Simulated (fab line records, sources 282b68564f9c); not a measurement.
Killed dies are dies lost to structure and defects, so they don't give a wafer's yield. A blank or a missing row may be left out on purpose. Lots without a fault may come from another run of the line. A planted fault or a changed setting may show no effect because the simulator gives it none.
A struck lot beside a sound one | flow rit_cmos | 14 steps out of a route of 202
Sound: wafers L986.1, L986.2, L986.4. Struck: wafers L985.1, L985.2, L985.5. The cause comes at the end.
At each step with rows: each side's tool, then ch and its chambers, then its first start. Under that, the readings that differ: sound wafers | struck wafers | difference of the means | sigmas: that difference in standard deviations of wafers without a fault.
alike: readings whose means differ by less than 2 such deviations, and words and numbers that are the same on both sides. not compared: withheld readings, readings that some wafer has no value for, bounds like >300 that may hide the same value, and numbers for which the record gives no deviation and whose values overlap.
The two part at a step that has a row with sigmas, a row that says differs or no value, or rows on one side only. Numbers that don't overlap but have no deviation are shown without sigmas and don't part them. A reading that every wafer of one side lacks parts them only if that side has two wafers or more.

RIT_GATE_ETCH_19: etches poly-Si in SF6/CHF3/O2, stops on SiO2, time 165 s, target depth 312.5 nm.
  sound on rie_si-01 ch 0,2,3, day 6 08:24; struck on rie_si-02 ch 1,2,3, day 6 01:47
  alike: drypump_motor_current_A, oes_product_au, rf_fwd_power_W, throttle_valve_pct
  not compared: rf_hours_counter_h
RIT_GATE_STRIP_20: strips in O2, time 180 s.
  sound on plasma_asher-04 ch 0,1, day 6 08:31; struck on plasma_asher-01 ch 0,1, day 6 01:54
  alike: drypump_motor_current_A
  not compared: rf_hours_counter_h
RIT_GATE_CD_MEAS_90: target cd 150 nm.
  sound on cd_sem-01, day 6 08:41; struck on cd_sem-01, day 6 02:04
  alike: cd_nm
then, 4 steps without rows for these wafers: RIT_REOX_CLEAN_00 (cleans in SC1, time 600 s); RIT_REOX_CLEAN_01 (cleans in dHF, time 30 s); RIT_REOX_CLEAN_02 (cleans in SC2, time 600 s); RIT_REOX_OXIDATION_03 (target thk 25.2 nm, ox time 5580 s).
RIT_REOX_THK_MEAS_04:
  sound on film_metro-02, day 6 11:43; struck on film_metro-02, day 6 05:08
  alike: REOX_OXIDE_THK
then, 4 steps without rows for these wafers: RIT_NLDD_HMDS_00 (prime time 60 s); RIT_NLDD_COAT_01 (resist thk 1000 nm); RIT_NLDD_SOFTBAKE_02 (time 60 s); RIT_NLDD_EXPOSE_03 (exposes mask M7, target cd 40700 nm).
RIT_NLDD_PEB_04:
  sound on litho_track-03 ch 0, day 6 12:21; struck on litho_track-02, day 6 05:53
  reading         | sound          | struck | difference                    | sigmas
  exhaust_pa (Pa) | 44.0 45.5 44.6 | - - -  | no value on the struck wafers |
  not compared: chill_plate_temp_C
then, 1 step without rows for these wafers: RIT_NLDD_DEVELOP_05 (develop time 50 s).

WHERE THEY PART
Only at RIT_NLDD_PEB_04, within this record.

WHY: what the simulator had put in
Skipped step whole: litho_track-02, from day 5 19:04 on, at RIT_NLDD_PEB_04. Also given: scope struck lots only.
